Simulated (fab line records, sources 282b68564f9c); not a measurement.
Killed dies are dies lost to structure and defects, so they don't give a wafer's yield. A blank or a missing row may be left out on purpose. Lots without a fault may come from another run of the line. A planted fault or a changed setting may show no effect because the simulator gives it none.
Which tool did it? | flow rit_cmos | 14 lots, 42 wafers sampled, at 3 steps of a route of 202

WHAT THE GAUGES READ, wafer by wafer
RIT_NSD_OVL_MEAS_06. Usual: NSD_OVL -0.8 nm, standard deviation 1.3.
lot  | measured    | on         | NSD_OVL (nm)   | flag
L694 | day 3 11:53 | overlay-02 | 0.0 -1.2 -1.4  |
L696 | day 3 16:04 | overlay-02 | -0.6 -1.8 -2.1 |
L695 | day 3 17:37 | overlay-01 | -1.3 0.0 -0.3  |
L697 | day 3 22:30 | overlay-01 | 2.0 0.9 1.3    |
L704 | day 5 05:49 | overlay-02 | -1.9 0.1 0.0   |
L703 | day 5 07:49 | overlay-02 | 1.5 -1.2 -1.1  |
L705 | day 5 11:28 | overlay-02 | 0.5 1.7 1.6    |
L706 | day 5 16:44 | overlay-02 | -1.3 -2.4 -3.1 |
L707 | day 5 21:16 | overlay-02 | -1.3 -1.9 -0.1 |
L708 | day 6 02:59 | overlay-02 | -1.0 -1.1 -2.1 |
L712 | day 6 23:13 | overlay-01 | 0.0 0.9 0.4    |
L714 | day 7 07:18 | overlay-01 | - - -          | OFF
L715 | day 7 12:52 | overlay-01 | - - -          | OFF
L717 | day 7 23:17 | overlay-01 | -0.1 -1.0 0.5  |

RIT_PSD_TW_MEAS_10. Usual: PSD_TW 3409, standard deviation 24.
lot  | measured    | on            | PSD_TW                        | flag
L694 | day 3 13:56 | film_metro-04 | 3386 3372 3359                |
L696 | day 3 18:08 | film_metro-01 | 3421 3419 3405                |
L695 | day 3 19:46 | film_metro-01 | 3407 3413 3437                |
L697 | day 4 00:56 | film_metro-03 | 3401 3379 3386                |
L704 | day 5 07:50 | film_metro-01 | 3393 3407 3420                |
L703 | day 5 09:53 | film_metro-04 | 3373 3399 3383                |
L705 | day 5 13:32 | film_metro-03 | 3430 3440 3439                |
L706 | day 5 18:44 | film_metro-03 | 3410 3439 3429                |
L707 | day 5 23:25 | film_metro-01 | 3402 3395 3393                |
L708 | day 6 04:55 | film_metro-04 | 3401 3373 3385                |
L712 | day 7 01:19 | film_metro-03 | 3423 3430 3395                |
L714 | day 7 09:24 | film_metro-03 | 3619 3608 3606 3619 3619 3624 | OFF
L715 | day 7 15:13 | film_metro-03 | 3626 3600 3607 3606 3624 3636 | OFF
L717 | day 8 01:26 | film_metro-01 | 3415 3420 3431                |

WHICH TOOL RAN EACH LOT (tool, then ch and the chambers of the sampled wafers, then the start)
lot  | RIT_NSD_COAT_01
L694 | litho_track-01 ch 0, day 3 10:58
L696 | litho_track-03 ch 0, day 3 15:24
L695 | litho_track-03 ch 0, day 3 16:55
L697 | litho_track-04 ch 0, day 3 21:48
L704 | litho_track-01 ch 0, day 5 05:08
L703 | litho_track-04 ch 0, day 5 07:07
L705 | litho_track-01 ch 0, day 5 10:46
L706 | litho_track-01 ch 0, day 5 15:56
L707 | litho_track-03 ch 0, day 5 20:27
L708 | litho_track-04 ch 0, day 6 02:19
L712 | litho_track-03 ch 0, day 6 22:31
L714 | litho_track-04, day 7 06:29
L715 | litho_track-01, day 7 12:04
L717 | litho_track-01 ch 0, day 7 22:28
- RIT_NSD_COAT_01: resist thk 1000 nm.

WHAT THE TOOLS THEMSELVES READ (means of the sampled wafers that have a number; where no wafer has one, the mark that the record gives instead)
RIT_NSD_COAT_01. Usual: chill_plate_temp_C 23.01 C, standard deviation 0.11; dispense_pressure_kPa 48 kPa, standard deviation 4.9.
lot  | tool           | chill_plate_temp_C (C) | dispense_pressure_kPa (kPa) | flag
L694 | litho_track-01 | 22.90                  | 54                          |
L696 | litho_track-03 | 23.19                  | 47                          |
L695 | litho_track-03 | 22.97                  | 47                          |
L697 | litho_track-04 | 23.00                  | 42                          |
L704 | litho_track-01 | 23.02                  | 53                          |
L703 | litho_track-04 | 23.15                  | 42                          |
L705 | litho_track-01 | 22.99                  | 54                          |
L706 | litho_track-01 | 22.98                  | 54                          |
L707 | litho_track-03 | 23.01                  | 47                          |
L708 | litho_track-04 | 22.92                  | 42                          |
L712 | litho_track-03 | 22.99                  | 47                          |
L714 | litho_track-04 | -                      | -                           | OFF
L715 | litho_track-01 | -                      | -                           | OFF
L717 | litho_track-01 | 23.08                  | 53                          |

THE ANSWER, worked out from the rows above alone
Rule: a lot is off if the mean of its wafers that have a number lies more than 3 standard deviations from the usual mean. A lot without any number at a reading at which 4 lots or more have one is off too. The other lots that the step has rows for count as sound. The gauges are gone through in route order, then the tools' own readings, and for those a lot's mean is taken as printed above. The first step at which some lot is off is used, and at that step the reading that is off furthest; a lot without a number counts as furthest.
Off: L714, L715, at RIT_NSD_OVL_MEAS_06 (NSD_OVL). Without a number there: L714, L715.
A tool fits if, at a process step before that reading, it ran every lot that is off, and no sound lot after the first of them. The gauges at RIT_NSD_OVL_MEAS_06 aren't tried: what is off there is off at RIT_PSD_TW_MEAS_10 too, on other tools, and a gauge's error can't cause that. None of those tried fits.

WHAT THE SIMULATOR HAD PUT IN
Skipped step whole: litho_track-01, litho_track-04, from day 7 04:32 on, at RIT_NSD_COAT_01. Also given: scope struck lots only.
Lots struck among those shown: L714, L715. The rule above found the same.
